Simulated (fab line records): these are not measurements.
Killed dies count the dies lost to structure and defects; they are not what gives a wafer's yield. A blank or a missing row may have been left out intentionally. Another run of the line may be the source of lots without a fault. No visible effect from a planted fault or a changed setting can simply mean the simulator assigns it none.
fab line records ; flow rit_cmos
record: lots: 14; wafers: 42; last_day: 7
route steps=202 shown ACTIVE@15 NLDD@112 NSD@140 M1@198
lots that met no fault: taken from a fault-free run of the same line
start_h: hours from the record's first day to the start of the lot's first wafer shown ; wait_h: hours from the lot's prior step to this one ; " identical to the entry in the row above ; L1.1+2: several wafers, shown together as one row ; - no value, or no start given ; * or withheld: withheld ; < > ~ a bound
route shown NAME@n: names a module that has steps shown in the file, with the first one's number in the route ; usual: the fault-free wafers' mean and standard deviation ; same: alike in all rows ; chamber/n: place in a boat ; sites: the reading at each site ; _std_site: their standard deviation ; _edge_site: the outer-site mean with the inner-site mean subtracted ; radius_mm: for every site, how far away it sits from the centre of the wafer ; mask NAME#n: copy n ; behind: the last tool/chamber to shape the wafer ; hold: cause of the lot's hold/its duration in hours/its outcome ; device: whichever transistor did not switch (one of n, p or np) ; end of line: the tests these same wafers got at the end of their route ; for a step that has no rows: nothing shown but its recipe ; killed: count of dies lost to structure and defects at first sort (not the wafer's yield) ; map: dies across one wafer; x = killed, . = not, _ = none there
set.NAME: the setting the step ran with; set.NAME@STEP: the setting that earlier step ran with ; model.NAME: the simulator's own value behind a step, which no gauge read
a sample of lots followed through the steps of the route, with each step as a table and each wafer as a row
services: the hour from which a tool's chamber was out of use, counted from the record's first day as start_h (under 0 if before that day), plus the number of hours and why
== steps ==
step: RIT_ACTIVE_STRIP_14
recipe: chemistry: O2; time_s: 180; resist: NOVOLAK; platen_temp_c: withheld; power_w: 500; pressure_mtorr: 4000; o2_flow_sccm: 4000
usual: drypump_motor_current_A: 5.7/0.5; rf_refl_power_W: 7.4/1.4
lot.wafer;tool;chamber;start_h;wait_h;drypump_motor_current_A;rf_hours_counter_h;rf_refl_power_W
L219.1;plasma_asher-01;0;15.68;0.1;4.9;37;6.6
L219.2;plasma_asher-01;1;15.68;0.1;6.4;37;7.1
L219.5;plasma_asher-01;1;15.68;0.1;6.4;-;7.3
L221.1;plasma_asher-01;0;25.61;0.1;4.9;38;6.5
L221.2;plasma_asher-01;1;25.61;0.1;6.4;38;7.3
L221.6;plasma_asher-01;1;25.61;0.1;6.4;-;7.2
L222.3;plasma_asher-03;1;30.07;0.1;5.7;-;9.1
L222.5;plasma_asher-03;0;30.07;0.1;5.6;-;8.2
L222.6;plasma_asher-03;1;30.07;0.1;5.7;-;9.8
L223.1;plasma_asher-04;1;35.75;0.1;5.9;25;4.7
L223.4;plasma_asher-04;1;35.75;0.1;5.9;-;4.7
L223.5;plasma_asher-04;0;35.75;0.1;6.3;-;6.9
L224.1;plasma_asher-03;0;40.06;0.1;5.6;38;8.0
L224.2;plasma_asher-03;1;40.06;0.1;5.6;38;9.5
L224.5;plasma_asher-03;0;40.06;0.1;5.6;-;8.2
L226.1;plasma_asher-04;1;50.05;0.1;5.9;27;4.8
L226.2;plasma_asher-04;0;50.05;0.1;6.4;27;7.2
L226.5;plasma_asher-04;1;50.05;0.1;5.9;-;4.7
L229.1;plasma_asher-03;1;65.32;0.1;5.7;41;9.6
L229.4;plasma_asher-03;1;65.32;0.1;5.7;-;9.2
L229.6;plasma_asher-03;0;65.32;0.1;5.6;-;8.0
L230.2;plasma_asher-01;0;73.41;0.1;4.9;43;6.5
L230.5;plasma_asher-01;0;73.41;0.1;4.9;-;6.6
L230.6;plasma_asher-01;1;73.41;0.1;6.4;-;7.3
L231.4;plasma_asher-03;0;76.44;0.1;5.6;-;8.2
L231.5;plasma_asher-03;0;76.44;0.1;5.6;-;8.3
L231.6;plasma_asher-03;1;76.44;0.1;5.7;-;9.7
L234.1;plasma_asher-01;1;89.84;0.1;6.3;44;7.4
L234.5;plasma_asher-01;0;89.84;0.1;4.9;-;6.6
L234.6;plasma_asher-01;1;89.84;0.1;6.3;-;7.4
L235.1;plasma_asher-03;1;95.87;0.1;5.7;44;9.4
L235.3;plasma_asher-03;0;95.87;0.1;5.6;-;8.2
L235.5;plasma_asher-03;0;95.87;0.1;5.6;-;8.1
L236.2;plasma_asher-01;1;99.91;0.1;6.3;46;7.3
L236.3;plasma_asher-01;1;99.91;0.1;6.4;-;7.3
L236.6;plasma_asher-01;1;99.91;0.1;6.4;-;7.5
L237.3;plasma_asher-03;1;106.29;0.1;5.7;-;9.1
L237.4;plasma_asher-03;0;106.29;0.1;5.6;-;8.1
L237.5;plasma_asher-03;0;106.29;0.1;5.6;-;8.2
L241.2;plasma_asher-04;0;127.73;0.1;6.3;36;7.1
L241.3;plasma_asher-04;1;127.73;0.1;5.9;-;4.8
L241.5;plasma_asher-04;1;127.73;0.1;5.9;-;4.7
step: RIT_NLDD_STRIP_09
recipe: chemistry: O2; time_s: 180; resist: NOVOLAK; platen_temp_c: withheld; power_w: 500; pressure_mtorr: 4000; o2_flow_sccm: 4000
usual: drypump_motor_current_A: 5.6/0.68; rf_refl_power_W: 6.4/0.92
lot.wafer;tool;chamber;start_h;wait_h;drypump_motor_current_A;rf_hours_counter_h;rf_refl_power_W
L219.1;plasma_asher-04;0;46.19;0.1;6.3;26;7.2
L219.2;plasma_asher-04;1;46.19;0.1;5.9;26;4.7
L219.5;plasma_asher-04;1;46.19;0.1;5.9;-;4.8
L221.1;plasma_asher-01;1;53.53;0.1;6.4;41;7.4
L221.2;plasma_asher-01;0;53.53;0.1;4.9;41;6.7
L221.6;plasma_asher-01;0;53.53;0.1;4.9;-;6.7
L222.3;plasma_asher-02;0;57.39;0.1;5.1;-;5.5
L222.5;plasma_asher-02;0;57.39;0.1;5.1;-;5.3
L222.6;plasma_asher-02;1;57.39;0.1;4.7;-;6.4
L223.1;plasma_asher-01;0;62.71;0.1;4.9;42;6.7
L223.4;plasma_asher-01;1;62.71;0.1;6.4;-;7.3
L223.5;plasma_asher-01;1;62.71;0.1;6.4;-;7.3
L224.1;plasma_asher-01;0;68.86;0.1;4.9;43;6.7
L224.2;plasma_asher-01;1;68.86;0.1;6.4;43;7.5
L224.5;plasma_asher-01;1;68.86;0.1;6.4;-;7.3
L226.1;plasma_asher-04;0;82.02;0.1;6.3;30;7.4
L226.2;plasma_asher-04;1;82.02;0.1;5.9;30;4.8
L226.5;plasma_asher-04;0;82.02;0.1;6.3;-;7.3
L229.1;plasma_asher-04;1;97.79;0.1;5.9;32;4.9
L229.4;plasma_asher-04;0;97.79;0.1;6.3;-;7.2
L229.6;plasma_asher-04;0;97.79;0.1;6.3;-;7.2
L230.2;plasma_asher-01;0;102.17;0.1;4.9;46;6.6
L230.5;plasma_asher-01;1;102.17;0.1;6.4;-;7.4
L230.6;plasma_asher-01;0;102.17;0.1;4.9;-;6.6
L231.4;plasma_asher-01;0;105.85;0.1;4.9;-;6.6
L231.5;plasma_asher-01;1;105.85;0.1;6.4;-;7.4
L231.6;plasma_asher-01;0;105.85;0.1;4.9;-;6.4
L234.1;plasma_asher-01;1;119.00;0.1;6.4;48;7.3
L234.5;plasma_asher-01;1;119.00;0.1;6.4;-;7.3
L234.6;plasma_asher-01;0;119.00;0.1;4.9;-;6.6
L235.1;plasma_asher-02;0;123.18;0.1;5.2;1;5.2
L235.3;plasma_asher-02;0;123.18;0.1;5.1;-;5.5
L235.5;plasma_asher-02;0;123.18;0.1;5.1;-;5.3
L236.2;plasma_asher-04;1;134.19;0.1;5.9;36;4.8
L236.3;plasma_asher-04;0;134.19;0.1;6.3;-;7.0
L236.6;plasma_asher-04;0;134.19;0.1;6.3;-;7.0
L237.3;plasma_asher-02;1;139.73;0.1;4.7;-;6.2
L237.4;plasma_asher-02;0;139.73;0.1;5.1;-;5.4
L237.5;plasma_asher-02;0;139.73;0.1;5.1;-;5.2
L241.2;plasma_asher-01;0;161.56;0.1;4.9;52;6.7
L241.3;plasma_asher-01;0;161.56;0.1;4.9;-;6.6
L241.5;plasma_asher-01;0;161.56;0.1;4.9;-;6.7
step: RIT_NSD_STRIP_09
recipe: chemistry: O2; time_s: 180; resist: NOVOLAK; platen_temp_c: withheld; power_w: 500; pressure_mtorr: 4000; o2_flow_sccm: 4000
usual: drypump_motor_current_A: 5.7/0.46; rf_refl_power_W: 7.6/1.5
lot.wafer;tool;chamber;start_h;wait_h;drypump_motor_current_A;rf_hours_counter_h;rf_refl_power_W
L219.1;plasma_asher-04;0;52.75;0.1;6.3;27;7.2
L219.2;plasma_asher-04;1;52.75;0.1;5.9;27;4.7
L219.5;plasma_asher-04;1;52.75;0.1;5.9;-;4.8
L221.1;plasma_asher-03;1;58.90;0.1;5.7;40;9.3
L221.2;plasma_asher-03;0;58.90;0.1;5.6;40;8.4
L221.6;plasma_asher-03;0;58.90;0.1;5.6;-;8.5
L222.3;plasma_asher-03;0;62.82;0.1;5.6;-;8.3
L222.5;plasma_asher-03;0;62.82;0.1;5.6;-;8.3
L222.6;plasma_asher-03;1;62.82;0.1;5.7;-;9.6
L223.1;plasma_asher-03;0;69.20;0.1;5.6;41;8.1
L223.4;plasma_asher-03;0;69.20;0.1;5.6;-;8.2
L223.5;plasma_asher-03;1;69.20;0.1;5.7;-;9.5
L224.1;plasma_asher-04;0;75.41;0.1;6.3;29;7.4
L224.2;plasma_asher-04;1;75.41;0.1;5.9;29;4.8
L224.5;plasma_asher-04;1;75.41;0.1;5.9;-;4.8
L226.1;plasma_asher-03;1;88.69;0.1;5.7;43;9.8
L226.2;plasma_asher-03;0;88.69;0.1;5.6;43;8.0
L226.5;plasma_asher-03;0;88.69;0.1;5.6;-;8.3
L229.1;plasma_asher-04;0;103.25;0.1;6.3;33;7.2
L229.4;plasma_asher-04;0;103.25;0.1;6.3;-;6.9
L229.6;plasma_asher-04;1;103.25;0.1;5.9;-;4.8
L230.2;plasma_asher-01;0;108.59;0.1;4.9;47;6.8
L230.5;plasma_asher-01;1;108.59;0.1;6.4;-;7.1
L230.6;plasma_asher-01;0;108.59;0.1;4.9;-;6.7
L231.4;plasma_asher-03;0;111.47;0.1;5.6;-;8.1
L231.5;plasma_asher-03;0;111.47;0.1;5.6;-;8.1
L231.6;plasma_asher-03;1;111.47;0.1;5.7;-;9.6
L234.1;plasma_asher-01;1;124.83;0.1;6.4;48;7.2
L234.5;plasma_asher-01;0;124.83;0.1;4.9;-;6.5
L234.6;plasma_asher-01;1;124.83;0.1;6.4;-;7.4
L235.1;plasma_asher-03;0;129.85;0.1;5.6;48;8.4
L235.3;plasma_asher-03;1;129.85;0.1;5.7;-;9.5
L235.5;plasma_asher-03;1;129.85;0.1;5.7;-;9.7
L236.2;plasma_asher-01;0;139.83;0.1;4.8;50;6.9
L236.3;plasma_asher-01;0;139.83;0.1;4.9;-;6.7
L236.6;plasma_asher-01;0;139.83;0.1;4.9;-;6.7
L237.3;plasma_asher-04;1;145.34;0.1;5.9;-;4.9
L237.4;plasma_asher-04;0;145.34;0.1;6.3;-;7.2
L237.5;plasma_asher-04;1;145.34;0.1;5.9;-;4.7
L241.2;plasma_asher-03;1;167.16;0.1;5.7;51;9.2
L241.3;plasma_asher-03;0;167.16;0.1;5.6;-;8.2
L241.5;plasma_asher-03;0;167.16;0.1;5.6;-;7.9
step: RIT_M1_STRIP_14
recipe: chemistry: O2; time_s: 180; platen_temp_c: withheld; power_w: 500; pressure_mtorr: 4000; o2_flow_sccm: 4000
usual: drypump_motor_current_A: 5.6/0.48; rf_refl_power_W: 7.2/1.7
lot.wafer;tool;chamber;start_h;wait_h;drypump_motor_current_A;rf_hours_counter_h;rf_refl_power_W
L219.1;plasma_asher-02;0;60.35;0.0;5.1;42;5.3
L219.2;plasma_asher-02;1;60.35;0.0;4.6;42;6.7
L219.5;plasma_asher-02;0;60.35;0.0;5.1;-;5.9
L221.1;plasma_asher-03;0;67.26;0.0;5.6;41;8.3
L221.2;plasma_asher-03;1;67.26;0.0;5.7;41;9.7
L221.6;plasma_asher-03;1;67.26;0.0;5.7;-;9.7
L222.3;plasma_asher-04;1;70.50;0.1;5.9;-;4.6
L222.5;plasma_asher-04;1;70.50;0.1;5.9;-;4.7
L222.6;plasma_asher-04;0;70.50;0.1;6.3;-;7.0
L223.1;plasma_asher-04;1;76.97;0.0;5.9;30;4.5
L223.4;plasma_asher-04;0;76.97;0.0;6.3;-;7.3
L223.5;plasma_asher-04;0;76.97;0.0;6.3;-;7.2
L224.1;plasma_asher-03;1;83.09;0.0;5.7;43;9.4
L224.2;plasma_asher-03;0;83.09;0.0;5.6;43;8.0
L224.5;plasma_asher-03;0;83.09;0.0;5.6;-;8.3
L226.1;plasma_asher-03;0;96.50;0.0;5.6;44;8.2
L226.2;plasma_asher-03;1;96.50;0.0;5.7;44;9.2
L226.5;plasma_asher-03;0;96.50;0.0;5.6;-;8.3
L229.1;plasma_asher-03;1;110.93;0.0;5.7;46;9.6
L229.4;plasma_asher-03;0;110.93;0.0;5.6;-;8.1
L229.6;plasma_asher-03;0;110.93;0.0;5.6;-;8.0
L230.2;plasma_asher-03;0;116.59;0.0;5.6;47;7.9
L230.5;plasma_asher-03;0;116.59;0.0;5.6;-;8.2
L230.6;plasma_asher-03;1;116.59;0.0;5.7;-;9.6
L231.4;plasma_asher-03;1;119.17;0.1;5.7;-;9.8
L231.5;plasma_asher-03;1;119.17;0.1;5.7;-;9.7
L231.6;plasma_asher-03;0;119.17;0.1;5.6;-;8.4
L234.1;plasma_asher-02;0;132.53;0.0;5.1;1;5.2
L234.5;plasma_asher-02;1;132.53;0.0;4.7;-;6.2
L234.6;plasma_asher-02;0;132.53;0.0;5.1;-;5.6
L235.1;plasma_asher-04;1;137.53;0.0;5.9;37;4.7
L235.3;plasma_asher-04;1;137.53;0.0;5.9;-;4.8
L235.5;plasma_asher-04;1;137.53;0.0;5.9;-;4.7
L236.2;plasma_asher-02;0;147.63;0.0;5.1;3;5.7
L236.3;plasma_asher-02;1;147.63;0.0;4.6;-;6.4
L236.6;plasma_asher-02;0;147.63;0.0;5.1;-;5.5
L237.3;plasma_asher-03;0;153.27;0.1;5.6;-;8.2
L237.4;plasma_asher-03;1;153.27;0.1;5.7;-;9.6
L237.5;plasma_asher-03;1;153.27;0.1;5.7;-;9.3
L241.2;plasma_asher-03;1;175.27;0.0;5.7;52;9.2
L241.3;plasma_asher-03;1;175.27;0.0;5.6;-;9.6
L241.5;plasma_asher-03;1;175.27;0.0;5.6;-;9.6
step: RIT_M1_PROBE_99
usual: killed_at_contacts: 0.1/0.28; killed_at_front_end: 7.0/2.9; killed_dies: 7.0/2.9; killed_on_rim: 1.8/1.4; killed_open: 3.4/2.1; killed_short: 3.6/1.7
same: gross_dies: 264; killed_at_M0_to_M3: 0; killed_at_M4_up: 0; killed_at_back_side: 0; killed_at_other: 0
lot.wafer;tool;chamber;start_h;wait_h;killed_at_contacts;killed_at_front_end;killed_dies;killed_on_rim;killed_open;killed_short
L219.1;prober-02;-;62.27;0.1;0;4;4;0;1;3
L219.2;prober-02;-;62.32;0.1;0;8;8;1;3;5
L219.5;prober-02;-;62.47;0.2;0;7;7;4;3;4
L221.1;prober-02;-;69.17;0.1;1;6;7;1;2;5
L221.2;prober-02;-;69.22;0.1;0;5;5;1;3;2
L221.6;prober-02;-;69.42;0.2;1;4;5;3;2;3
L222.3;prober-01;-;72.46;0.2;0;12;12;1;8;4
L222.5;prober-01;-;72.56;0.2;0;5;5;1;2;3
L222.6;prober-01;-;72.61;0.2;0;6;6;1;3;3
L223.1;prober-02;-;78.88;0.1;0;8;8;2;4;4
L223.4;prober-02;-;79.03;0.2;0;8;8;2;4;4
L223.5;prober-02;-;79.08;0.2;0;8;8;0;4;4
L224.1;prober-02;-;85.00;0.1;0;6;6;0;3;3
L224.2;prober-02;-;85.05;0.1;0;9;9;1;4;5
L224.5;prober-02;-;85.20;0.2;0;6;6;3;5;1
L226.1;prober-02;-;98.42;0.1;0;5;5;0;2;3
L226.2;prober-02;-;98.47;0.1;0;4;4;0;1;3
L226.5;prober-02;-;98.62;0.2;0;7;7;3;2;5
L229.1;prober-01;-;112.85;0.1;0;1;1;0;0;1
L229.4;prober-01;-;113.00;0.2;0;8;8;3;5;3
L229.6;prober-01;-;113.10;0.2;0;10;10;0;8;2
L230.2;prober-02;-;118.56;0.1;0;7;7;0;0;7
L230.5;prober-02;-;118.71;0.2;0;6;6;1;3;3
L230.6;prober-02;-;118.76;0.2;0;10;10;2;5;5
L231.4;prober-01;-;121.18;0.2;0;10;10;1;3;7
L231.5;prober-01;-;121.23;0.2;0;9;9;3;4;5
L231.6;prober-01;-;121.28;0.2;0;11;11;3;4;7
L234.1;prober-02;-;135.46;0.1;0;13;13;2;9;4
L234.5;prober-02;-;135.66;0.2;0;8;8;2;3;5
L234.6;prober-02;-;135.71;0.2;0;7;7;4;4;3
L235.1;prober-01;-;139.45;0.1;0;7;7;2;5;2
L235.3;prober-01;-;139.55;0.2;0;16;16;8;1;3
L235.5;prober-01;-;139.65;0.2;0;24;24;10;7;2
L236.2;prober-02;-;149.59;0.1;0;7;7;2;5;2
L236.3;prober-02;-;149.64;0.2;0;6;6;4;3;3
L236.6;prober-02;-;149.79;0.2;0;12;12;2;4;8
L237.3;prober-02;-;155.64;0.2;0;4;4;2;1;3
L237.4;prober-02;-;155.69;0.2;0;21;21;11;1;3
L237.5;prober-02;-;155.74;0.2;0;20;20;11;4;5
L241.2;prober-02;-;178.28;0.1;0;9;9;3;5;4
L241.3;prober-02;-;178.33;0.2;0;6;6;0;3;3
L241.5;prober-02;-;178.43;0.2;0;3;3;1;0;3
killed by level:class
L219.1 GATE:geometric_particle:short=3 SPACER:geometric_particle:open=1
L219.2 SPACER:geometric_particle:short=2 GATE:geometric_particle:short=2 GATE:geometric_particle:open=2 FOX1:geometric_particle:short=1 REOX:geometric_particle:open=1
L219.5 GATE:geometric_particle:open=3 SILICIDE:geometric_particle:short=2 FOX1:geometric_particle:short=1 GATE:geometric_particle:short=1
L221.1 GATE:geometric_particle:short=2 SPACER:geometric_particle:short=2 FOX1:geometric_particle:open=1 FOX1:geometric_particle:short=1 CONTACT:geometric_particle:open=1
L221.2 FOX1:geometric_particle:open=1 GATE:geometric_particle:short=1 GATE:geometric_particle:open=1 REOX:geometric_particle:open=1 SPACER:geometric_particle:short=1
L221.6 GATE:geometric_particle:short=2 FOX1:geometric_particle:open=1 SPACER:geometric_particle:short=1 CONTACT:geometric_particle:open=1
L222.3 GATE:geometric_particle:open=4 GATE:geometric_particle:short=3 FOX1:geometric_particle:open=1 REOX:geometric_particle:open=1 SPACER:geometric_particle:open=1 SILICIDE:geometric_particle:open=1 SILICIDE:geometric_particle:short=1
L222.5 SILICIDE:geometric_particle:short=3 GATE:geometric_particle:open=2
L222.6 FOX1:geometric_particle:short=2 GATE:geometric_particle:open=1 REOX:geometric_particle:open=1 REOX:geometric_particle:short=1 SILICIDE:geometric_particle:open=1
L223.1 GATE:geometric_particle:short=3 FOX1:geometric_particle:open=1 FOX2:geometric_particle:open=1 GATE:geometric_particle:open=1 REOX:geometric_particle:open=1 SPACER:geometric_particle:short=1
L223.4 FOX2:geometric_particle:open=2 FOX1:geometric_particle:short=1 GATE:geometric_particle:open=1 GATE:geometric_particle:short=1 SPACER:geometric_particle:short=1 SILICIDE:geometric_particle:open=1 SILICIDE:geometric_particle:short=1
L223.5 REOX:geometric_particle:short=2 FOX1:geometric_particle:open=1 GATE:geometric_particle:short=1 GATE:geometric_particle:open=1 REOX:geometric_particle:open=1 SILICIDE:geometric_particle:short=1 SILICIDE:geometric_particle:open=1
L224.1 FOX1:geometric_particle:open=1 FOX1:geometric_particle:short=1 GATE:geometric_particle:open=1 REOX:geometric_particle:short=1 SPACER:geometric_particle:open=1 SPACER:geometric_particle:short=1
L224.2 GATE:geometric_particle:short=2 SPACER:geometric_particle:short=2 SPACER:geometric_particle:open=2 FOX1:geometric_particle:open=1 GATE:geometric_particle:open=1 REOX:geometric_particle:short=1
L224.5 SPACER:geometric_particle:open=2 FOX1:geometric_particle:open=1 FOX2:geometric_particle:open=1 GATE:geometric_particle:open=1 SILICIDE:geometric_particle:short=1
L226.1 GATE:geometric_particle:short=2 REOX:geometric_particle:open=1 SPACER:geometric_particle:short=1 SPACER:geometric_particle:open=1
L226.2 FOX2:geometric_particle:short=1 GATE:geometric_particle:open=1 REOX:geometric_particle:short=1 SILICIDE:geometric_particle:short=1
L226.5 SILICIDE:geometric_particle:short=3 GATE:geometric_particle:short=2 REOX:geometric_particle:open=1 SPACER:geometric_particle:open=1
L229.1 REOX:geometric_particle:short=1
L229.4 FOX2:geometric_particle:open=2 GATE:geometric_particle:open=2 GATE:geometric_particle:short=2 SPACER:geometric_particle:short=1 SPACER:geometric_particle:open=1
L229.6 GATE:geometric_particle:open=5 REOX:geometric_particle:open=2 FOX1:geometric_particle:short=1 GATE:geometric_particle:short=1 SILICIDE:geometric_particle:open=1
L230.2 GATE:geometric_particle:short=4 SPACER:geometric_particle:short=2 FOX1:geometric_particle:short=1
L230.5 SILICIDE:geometric_particle:short=2 FOX1:geometric_particle:open=1 GATE:geometric_particle:short=1 GATE:geometric_particle:open=1 SILICIDE:geometric_particle:open=1
L230.6 FOX1:geometric_particle:short=3 FOX1:geometric_particle:open=2 FOX2:geometric_particle:short=2 GATE:geometric_particle:open=2 SPACER:geometric_particle:open=1
L231.4 REOX:geometric_particle:short=3 GATE:geometric_particle:short=2 SILICIDE:geometric_particle:open=2 SPACER:geometric_particle:short=1 GATE:geometric_particle:open=1 SILICIDE:geometric_particle:short=1
L231.5 GATE:geometric_particle:open=3 GATE:geometric_particle:short=2 SILICIDE:geometric_particle:short=2 REOX:geometric_particle:short=1 SILICIDE:geometric_particle:open=1
L231.6 GATE:geometric_particle:short=5 GATE:geometric_particle:open=3 SILICIDE:geometric_particle:short=2 FOX1:geometric_particle:open=1
L234.1 GATE:geometric_particle:open=5 REOX:geometric_particle:short=2 ACTIVE:geometric_particle:short=1 FOX1:geometric_particle:open=1 FOX2:geometric_particle:open=1 GATE:geometric_particle:short=1 REOX:geometric_particle:open=1 SPACER:geometric_particle:open=1
L234.5 GATE:geometric_particle:short=2 SILICIDE:geometric_particle:open=2 FOX1:geometric_particle:short=1 SPACER:geometric_particle:short=1 SPACER:geometric_particle:open=1 SILICIDE:geometric_particle:short=1
L234.6 GATE:geometric_particle:short=3 GATE:geometric_particle:open=2 SPACER:geometric_particle:open=1 SILICIDE:geometric_particle:open=1
L235.1 FOX2:geometric_particle:short=2 GATE:geometric_particle:open=2 FOX2:geometric_particle:open=1 SPACER:geometric_particle:open=1 SILICIDE:geometric_particle:open=1
L235.3 ACTIVE:unspecified=12 FOX2:geometric_particle:short=1 GATE:geometric_particle:open=1 SPACER:geometric_particle:short=1 SILICIDE:geometric_particle:short=1
L235.5 ACTIVE:unspecified=15 GATE:geometric_particle:open=3 FOX2:geometric_particle:open=2 FOX1:geometric_particle:open=1 GATE:geometric_particle:short=1 SPACER:geometric_particle:open=1 SILICIDE:geometric_particle:short=1
L236.2 REOX:geometric_particle:open=2 FOX2:geometric_particle:open=1 GATE:geometric_particle:open=1 REOX:geometric_particle:short=1 SPACER:geometric_particle:open=1 SILICIDE:geometric_particle:short=1
L236.3 GATE:geometric_particle:short=2 REOX:geometric_particle:open=2 GATE:geometric_particle:open=1 REOX:geometric_particle:short=1
L236.6 FOX2:geometric_particle:short=2 GATE:geometric_particle:short=2 SPACER:geometric_particle:short=2 SILICIDE:geometric_particle:open=2 FOX1:geometric_particle:open=1 GATE:geometric_particle:open=1 REOX:geometric_particle:short=1 SILICIDE:geometric_particle:short=1
L237.3 FOX1:geometric_particle:short=1 FOX2:geometric_particle:short=1 REOX:geometric_particle:open=1 REOX:geometric_particle:short=1
L237.4 ACTIVE:unspecified=17 FOX1:geometric_particle:short=1 FOX2:geometric_particle:short=1 GATE:geometric_particle:short=1 GATE:geometric_particle:open=1
L237.5 ACTIVE:unspecified=11 GATE:geometric_particle:open=2 GATE:geometric_particle:short=2 FOX1:geometric_particle:short=1 FOX1:geometric_particle:open=1 FOX2:geometric_particle:open=1 FOX2:geometric_particle:short=1 SPACER:geometric_particle:short=1
L241.2 FOX2:geometric_particle:open=2 FOX2:geometric_particle:short=2 GATE:geometric_particle:short=1 REOX:geometric_particle:open=1 SPACER:geometric_particle:open=1 SPACER:geometric_particle:short=1 SILICIDE:geometric_particle:open=1
L241.3 FOX2:geometric_particle:open=2 FOX2:geometric_particle:short=1 GATE:geometric_particle:short=1 GATE:geometric_particle:open=1 SILICIDE:geometric_particle:short=1
L241.5 GATE:geometric_particle:short=3
== services ==
tool;chamber;start_h;hours;kind
plasma_asher-02;-;108.80;9.0;pm
plasma_asher-02;0;108.80;9.0;vent_cycle
plasma_asher-02;1;108.80;9.0;vent_cycle
plasma_asher-02;0;117.80;-;clean
plasma_asher-02;1;117.80;-;clean
== key ==
first_sign: step: RIT_M1_PROBE_99; reading: killed_dies; direction: up; sigmas: 4.5; usual: 7.0; struck: 20.2
effect: step: RIT_M1_PROBE_99; reading: killed_at_front_end; direction: up; sigmas: 4.5; usual: 7.0; struck: 20.2
met_at RIT_ACTIVE_STRIP_14
struck_lots L235,L237
struck_wafers L235.3,L235.5,L237.4,L237.5
tester_left_out L235,L237
not_acting_at RIT_NLDD_STRIP_09,RIT_NSD_STRIP_09,RIT_M1_STRIP_14
onset_between 76.44 95.87
fault: kind: chamber_particle_source; tool: plasma_asher-03; chamber: 0; onset_h: 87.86; steps: RIT_ACTIVE_STRIP_14; rate_per_visit_cm2: 0.68119; end_h: 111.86
tester_left_out: of these lots the tester's yield and bins aren't shown, on N5 and GAA mostly nor the transistor test; their killed dies are dies lost to structure and defects alone, not to doping, threshold or leakage, so they don't give the yield
